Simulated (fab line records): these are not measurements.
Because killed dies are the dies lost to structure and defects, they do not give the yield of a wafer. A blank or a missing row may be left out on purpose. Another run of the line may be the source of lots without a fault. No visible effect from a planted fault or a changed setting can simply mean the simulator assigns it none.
Which tool did it? :: flow berkeleyCmos170 :: 45 wafers from 15 lots sampled at 6 of the route's 331 steps

WHAT THE GAUGES READ, wafer by wafer
UCB170_GATE_THK_MEAS_05.
lot: L875
measured: day 6 11:27
on: filmMetro-02
GATE_POLY_THK (nm): 212.7 211.8 211.4

lot: L877
measured: day 6 11:31
on: filmMetro-03
GATE_POLY_THK (nm): 216.3 212.5 214.1

lot: L878
measured: day 7 03:27
on: filmMetro-02
GATE_POLY_THK (nm): 214.0 216.4 214.4

lot: L879
measured: day 7 03:26
on: filmMetro-03
GATE_POLY_THK (nm): 215.0 216.4 215.2

lot: L880
measured: day 7 03:27
on: filmMetro-01
GATE_POLY_THK (nm): 213.2 213.0 213.3

lot: L883
measured: day 8 05:35
on: filmMetro-02
GATE_POLY_THK (nm): 212.6 212.9 211.7

lot: L884
measured: day 8 05:35
on: filmMetro-03
GATE_POLY_THK (nm): 215.7 213.5 215.3

lot: L885
measured: day 8 19:51
on: filmMetro-03
GATE_POLY_THK (nm): 178.4 178.6 177.4

lot: L886
measured: day 8 19:52
on: filmMetro-02
GATE_POLY_THK (nm): 175.1 176.4 174.8

lot: L887
measured: day 8 19:50
on: filmMetro-01
GATE_POLY_THK (nm): 177.1 176.4 178.2

lot: L891
measured: day 9 11:54
on: filmMetro-03
GATE_POLY_THK (nm): 214.3 214.5 214.8

lot: L890
measured: day 9 11:50
on: filmMetro-03
GATE_POLY_THK (nm): 214.7 213.6 216.6

lot: L895
measured: day 10 16:18
on: filmMetro-03
GATE_POLY_THK (nm): 212.6 216.0 213.1

lot: L897
measured: day 11 02:17
on: filmMetro-01
GATE_POLY_THK (nm): 214.2 215.0 214.8

lot: L898
measured: day 11 08:03
on: filmMetro-01
GATE_POLY_THK (nm): 212.7 213.9 213.1

UCB170_M1_OVL_MEAS_10.
lot: L875
measured: day 7 12:34
on: overlay-02
M1_OVL (nm): 1 9 6

lot: L877
measured: day 7 14:11
on: overlay-01
M1_OVL (nm): 0 6 9

lot: L878
measured: day 8 03:40
on: overlay-01
M1_OVL (nm): -4 2 -1

lot: L879
measured: day 8 04:26
on: overlay-01
M1_OVL (nm): 4 10 12

lot: L880
measured: day 8 03:16
on: overlay-01
M1_OVL (nm): 6 -6 -2

lot: L883
measured: day 9 11:20
on: overlay-01
M1_OVL (nm): -5 2 -3

lot: L884
measured: day 9 11:14
on: overlay-02
M1_OVL (nm): 8 6 9

lot: L885
measured: day 9 21:01
on: overlay-01
M1_OVL (nm): 1 -1 -3

lot: L886
measured: day 9 21:16
on: overlay-01
M1_OVL (nm): 9 8 5

lot: L887
measured: day 9 18:40
on: overlay-01
M1_OVL (nm): -3 -1 -2

lot: L891
measured: day 10 14:08
on: overlay-01
M1_OVL (nm): 0 8 4

lot: L890
measured: day 10 13:10
on: overlay-02
M1_OVL (nm): -8 -4 -6

lot: L895
measured: day 11 15:43
on: overlay-01
M1_OVL (nm): 1 2 9

lot: L897
measured: day 11 23:34
on: overlay-02
M1_OVL (nm): -6 -5 -7

lot: L898
measured: day 12 12:32
on: overlay-01
M1_OVL (nm): 5 8 9

UCB170_M2_OVL_MEAS_16.
lot: L875
measured: day 8 00:47
on: overlay-02
M2_OVL (nm): 7 7 6

lot: L877
measured: day 8 02:00
on: overlay-02
M2_OVL (nm): 0 -2 -1

lot: L878
measured: day 8 12:10
on: overlay-02
M2_OVL (nm): 3 3 4

lot: L879
measured: day 8 12:25
on: overlay-01
M2_OVL (nm): -11 -7 -15

lot: L880
measured: day 8 11:49
on: overlay-01
M2_OVL (nm): -1 -6 1

lot: L883
measured: day 9 21:23
on: overlay-02
M2_OVL (nm): -1 5 -2

lot: L884
measured: day 9 21:30
on: overlay-01
M2_OVL (nm): 4 4 7

lot: L885
measured: day 10 07:35
on: overlay-01
M2_OVL (nm): 8 4 6

lot: L886
measured: day 10 07:29
on: overlay-02
M2_OVL (nm): 1 4 1

lot: L887
measured: day 10 07:02
on: overlay-02
M2_OVL (nm): -1 2 0

lot: L891
measured: day 11 02:35
on: overlay-01
M2_OVL (nm): 10 7 10

lot: L890
measured: day 10 20:10
on: overlay-02
M2_OVL (nm): -4 -2 1

lot: L895
measured: day 12 05:38
on: overlay-02
M2_OVL (nm): 1 0 -1

lot: L897
measured: day 12 10:58
on: overlay-02
M2_OVL (nm): 4 6 0

lot: L898
measured: day 13 00:28
on: overlay-01
M2_OVL (nm): -6 -1 1

WHAT TOOL EACH LOT RAN ON (gives the tool, then ch and the chambers of the sampled wafers, and finally the start)
lot: L875
UCB170_ACTIVE_ETCH_15: rieDiel-03 ch 0,1,3, day 4 08:17
UCB170_GATE_CVD_04: lpcvd-01 ch 1, day 6 10:02
UCB170_GATE_ETCH_15: rieSi-02 ch 1,2,3, day 6 13:34

lot: L877
UCB170_ACTIVE_ETCH_15: rieDiel-04 ch 0,2, day 4 13:03
UCB170_GATE_CVD_04: lpcvd-01 ch 0, day 6 10:02
UCB170_GATE_ETCH_15: rieSi-02 ch 0,1,3, day 6 13:49

lot: L878
UCB170_ACTIVE_ETCH_15: rieDiel-03 ch 0,1,3, day 5 05:21
UCB170_GATE_CVD_04: lpcvd-01 ch 1, day 7 02:02
UCB170_GATE_ETCH_15: rieSi-02 ch 0,2,3, day 7 04:58

lot: L879
UCB170_ACTIVE_ETCH_15: rieDiel-04 ch 0,1,3, day 5 05:35
UCB170_GATE_CVD_04: lpcvd-01 ch 1, day 7 02:02
UCB170_GATE_ETCH_15: rieSi-01 ch 0,1,2, day 7 04:40

lot: L880
UCB170_ACTIVE_ETCH_15: rieDiel-02 ch 2,3, day 5 05:43
UCB170_GATE_CVD_04: lpcvd-01 ch 1, day 7 02:02
UCB170_GATE_ETCH_15: rieSi-01 ch 0,2,3, day 7 05:14

lot: L883
UCB170_ACTIVE_ETCH_15: rieDiel-03 ch 2,3, day 6 00:33
UCB170_GATE_CVD_04: lpcvd-02 ch 0, day 8 04:10
UCB170_GATE_ETCH_15: rieSi-01 ch 0,3, day 8 07:14

lot: L884
UCB170_ACTIVE_ETCH_15: rieDiel-02 ch 0,1,2, day 6 09:35
UCB170_GATE_CVD_04: lpcvd-02 ch 0, day 8 04:10
UCB170_GATE_ETCH_15: rieSi-02 ch 0,1,3, day 8 06:52

lot: L885
UCB170_ACTIVE_ETCH_15: rieDiel-02 ch 0,1,2, day 6 17:05
UCB170_GATE_CVD_04: lpcvd-02 ch 1, day 8 17:41
UCB170_GATE_ETCH_15: rieSi-02 ch 0,1, day 8 21:20

lot: L886
UCB170_ACTIVE_ETCH_15: rieDiel-03 ch 0,2,3, day 6 17:22
UCB170_GATE_CVD_04: lpcvd-02 ch 1, day 8 17:41
UCB170_GATE_ETCH_15: rieSi-02 ch 0,1,2, day 8 21:05

lot: L887
UCB170_ACTIVE_ETCH_15: rieDiel-03 ch 0,1, day 6 21:13
UCB170_GATE_CVD_04: lpcvd-02 ch 1, day 8 17:41
UCB170_GATE_ETCH_15: rieSi-01 ch 0,1,3, day 8 21:10

lot: L891
UCB170_ACTIVE_ETCH_15: rieDiel-03 ch 0,2,3, day 7 20:52
UCB170_GATE_CVD_04: lpcvd-01 ch 0, day 9 10:26
UCB170_GATE_ETCH_15: rieSi-02 ch 2,3, day 9 13:18

lot: L890
UCB170_ACTIVE_ETCH_15: rieDiel-04 ch 1,2,3, day 7 21:08
UCB170_GATE_CVD_04: lpcvd-01 ch 1, day 9 10:26
UCB170_GATE_ETCH_15: rieSi-02 ch 1,3, day 9 13:04

lot: L895
UCB170_ACTIVE_ETCH_15: rieDiel-04 ch 0,2,3, day 8 16:49
UCB170_GATE_CVD_04: lpcvd-02 ch 0, day 10 14:52
UCB170_GATE_ETCH_15: rieSi-02 ch 0,2,3, day 10 17:39

lot: L897
UCB170_ACTIVE_ETCH_15: rieDiel-02 ch 0,1, day 9 02:00
UCB170_GATE_CVD_04: lpcvd-02 ch 0, day 11 00:53
UCB170_GATE_ETCH_15: rieSi-02 ch 1,2,3, day 11 03:23

lot: L898
UCB170_ACTIVE_ETCH_15: rieDiel-03 ch 0,3, day 9 06:29
UCB170_GATE_CVD_04: lpcvd-02 ch 0, day 11 06:38
UCB170_GATE_ETCH_15: rieSi-02 ch 0,1,3, day 11 09:58
- UCB170_ACTIVE_ETCH_15: etches Si3N4 in CH3F/Ar/O2, stops on SiO2, target depth 242 nm, time 151 s.
- UCB170_GATE_CVD_04: deposits poly-Si from SiH4, time 1440 s, target thk 214 nm.
- UCB170_GATE_ETCH_15: etches poly-Si in HBr/Cl2, stops on SiO2, time 56.3 s, target depth 278.2 nm.

AS READ BY THE TOOLS THEMSELVES (means over the sampled wafers that have a number; for cases with no such wafer, the mark the record gives instead)
UCB170_ACTIVE_ETCH_15.
lot: L875
tool: rieDiel-03
drypumpMotorCurrentA (A): 5.49
oesProductAu (a.u.): 0.922
throttleValvePct (%): 8.11

lot: L877
tool: rieDiel-04
drypumpMotorCurrentA (A): 5.48
oesProductAu (a.u.): 0.944
throttleValvePct (%): 8.02

lot: L878
tool: rieDiel-03
drypumpMotorCurrentA (A): 5.48
oesProductAu (a.u.): 0.921
throttleValvePct (%): 8.10

lot: L879
tool: rieDiel-04
drypumpMotorCurrentA (A): 5.34
oesProductAu (a.u.): 0.952
throttleValvePct (%): 8.16

lot: L880
tool: rieDiel-02
drypumpMotorCurrentA (A): 5.11
oesProductAu (a.u.): 0.932
throttleValvePct (%): 8.01

lot: L883
tool: rieDiel-03
drypumpMotorCurrentA (A): 5.72
oesProductAu (a.u.): 0.946
throttleValvePct (%): 8.18

lot: L884
tool: rieDiel-02
drypumpMotorCurrentA (A): 5.54
oesProductAu (a.u.): 0.936
throttleValvePct (%): 8.17

lot: L885
tool: rieDiel-02
drypumpMotorCurrentA (A): 5.51
oesProductAu (a.u.): 0.930
throttleValvePct (%): 8.16

lot: L886
tool: rieDiel-03
drypumpMotorCurrentA (A): 5.65
oesProductAu (a.u.): 0.935
throttleValvePct (%): 8.09

lot: L887
tool: rieDiel-03
drypumpMotorCurrentA (A): 5.49
oesProductAu (a.u.): 0.931
throttleValvePct (%): 8.12

lot: L891
tool: rieDiel-03
drypumpMotorCurrentA (A): 5.69
oesProductAu (a.u.): 0.937
throttleValvePct (%): 8.08

lot: L890
tool: rieDiel-04
drypumpMotorCurrentA (A): 5.40
oesProductAu (a.u.): 0.927
throttleValvePct (%): 8.12

lot: L895
tool: rieDiel-04
drypumpMotorCurrentA (A): 5.34
oesProductAu (a.u.): 0.932
throttleValvePct (%): 8.05

lot: L897
tool: rieDiel-02
drypumpMotorCurrentA (A): 5.80
oesProductAu (a.u.): 0.923
throttleValvePct (%): 8.22

lot: L898
tool: rieDiel-03
drypumpMotorCurrentA (A): 5.50
oesProductAu (a.u.): 0.926
throttleValvePct (%): 8.10

UCB170_GATE_CVD_04.
lot: L875
tool: lpcvd-01
susceptorTempC (C): 610.2
zonePowerLoadPct (%): 11.3

lot: L877
tool: lpcvd-01
susceptorTempC (C): 609.9
zonePowerLoadPct (%): 10.9

lot: L878
tool: lpcvd-01
susceptorTempC (C): 610.2
zonePowerLoadPct (%): 11.5

lot: L879
tool: lpcvd-01
susceptorTempC (C): 610.0
zonePowerLoadPct (%): 11.4

lot: L880
tool: lpcvd-01
susceptorTempC (C): 610.3
zonePowerLoadPct (%): 11.5

lot: L883
tool: lpcvd-02
susceptorTempC (C): 610.4
zonePowerLoadPct (%): 11.3

lot: L884
tool: lpcvd-02
susceptorTempC (C): 610.4
zonePowerLoadPct (%): 11.2

lot: L885
tool: lpcvd-02
susceptorTempC (C): 610.0
zonePowerLoadPct (%): 10.3

lot: L886
tool: lpcvd-02
susceptorTempC (C): 610.2
zonePowerLoadPct (%): 10.2

lot: L887
tool: lpcvd-02
susceptorTempC (C): 610.0
zonePowerLoadPct (%): 10.4

lot: L891
tool: lpcvd-01
susceptorTempC (C): 609.8
zonePowerLoadPct (%): 10.9

lot: L890
tool: lpcvd-01
susceptorTempC (C): 610.2
zonePowerLoadPct (%): 11.5

lot: L895
tool: lpcvd-02
susceptorTempC (C): 609.9
zonePowerLoadPct (%): 11.4

lot: L897
tool: lpcvd-02
susceptorTempC (C): 609.4
zonePowerLoadPct (%): 11.4

lot: L898
tool: lpcvd-02
susceptorTempC (C): 610.4
zonePowerLoadPct (%): 11.2

UCB170_GATE_ETCH_15.
lot: L875
tool: rieSi-02
drypumpMotorCurrentA (A): 5.8
oesProductAu (a.u.): 0.824
throttleValvePct (%): 26.54

lot: L877
tool: rieSi-02
drypumpMotorCurrentA (A): 6.0
oesProductAu (a.u.): 0.831
throttleValvePct (%): 26.45

lot: L878
tool: rieSi-02
drypumpMotorCurrentA (A): 5.7
oesProductAu (a.u.): 0.828
throttleValvePct (%): 26.34

lot: L879
tool: rieSi-01
drypumpMotorCurrentA (A): 5.6
oesProductAu (a.u.): 0.836
throttleValvePct (%): 26.32

lot: L880
tool: rieSi-01
drypumpMotorCurrentA (A): 5.8
oesProductAu (a.u.): 0.826
throttleValvePct (%): 26.36

lot: L883
tool: rieSi-01
drypumpMotorCurrentA (A): 5.8
oesProductAu (a.u.): 0.811
throttleValvePct (%): 26.24

lot: L884
tool: rieSi-02
drypumpMotorCurrentA (A): 6.0
oesProductAu (a.u.): 0.835
throttleValvePct (%): 26.45

lot: L885
tool: rieSi-02
drypumpMotorCurrentA (A): 5.9
oesProductAu (a.u.): 0.737
throttleValvePct (%): 26.57

lot: L886
tool: rieSi-02
drypumpMotorCurrentA (A): 5.6
oesProductAu (a.u.): 0.722
throttleValvePct (%): 26.46

lot: L887
tool: rieSi-01
drypumpMotorCurrentA (A): 5.6
oesProductAu (a.u.): 0.727
throttleValvePct (%): 26.20

lot: L891
tool: rieSi-02
drypumpMotorCurrentA (A): 5.5
oesProductAu (a.u.): 0.821
throttleValvePct (%): 26.39

lot: L890
tool: rieSi-02
drypumpMotorCurrentA (A): 6.1
oesProductAu (a.u.): 0.835
throttleValvePct (%): 26.61

lot: L895
tool: rieSi-02
drypumpMotorCurrentA (A): 5.7
oesProductAu (a.u.): 0.824
throttleValvePct (%): 26.31

lot: L897
tool: rieSi-02
drypumpMotorCurrentA (A): 5.8
oesProductAu (a.u.): 0.826
throttleValvePct (%): 26.50

lot: L898
tool: rieSi-02
drypumpMotorCurrentA (A): 6.0
oesProductAu (a.u.): 0.827
throttleValvePct (%): 26.43

THE ANSWER, worked out from the rows above alone
Rule: what is usual is taken from the lots themselves. Put in order of their means at a reading, lots are off if they are a third of the lots or fewer, leave a main group of 4 or more, and stand apart from it by a gap of 3 or more times the standard deviation of the main group's means; of several such gaps the widest counts. The tables above print the reading to a certain number of digits; a main group whose means all agree to those digits is not used. A lot without any number at a reading at which 4 lots or more have one is off too. Where the step has rows for the other lots, those lots are counted as sound. After the gauges, taken in route order, come the tools' own readings; for these a lot's mean is taken, as printed above. The first step at which some lot is off is used, and at that step the reading that is off furthest; a lot without a number counts as furthest.
Off: at UCB170_GATE_THK_MEAS_05 (GATE_POLY_THK), L885, L886, L887. The main group: mean 214.0 nm, standard deviation 1.1.
A tool fits if, at a process step before that reading, it ran every lot that is off, and no sound lot after the first of them. Not tried: the gauges at UCB170_GATE_THK_MEAS_05; whatever is off there is also off at UCB170_GATE_ETCH_15, on other tools, and gauge error can't account for it. Of those tried, none fits.

WHAT WAS PUT IN BY THE SIMULATOR
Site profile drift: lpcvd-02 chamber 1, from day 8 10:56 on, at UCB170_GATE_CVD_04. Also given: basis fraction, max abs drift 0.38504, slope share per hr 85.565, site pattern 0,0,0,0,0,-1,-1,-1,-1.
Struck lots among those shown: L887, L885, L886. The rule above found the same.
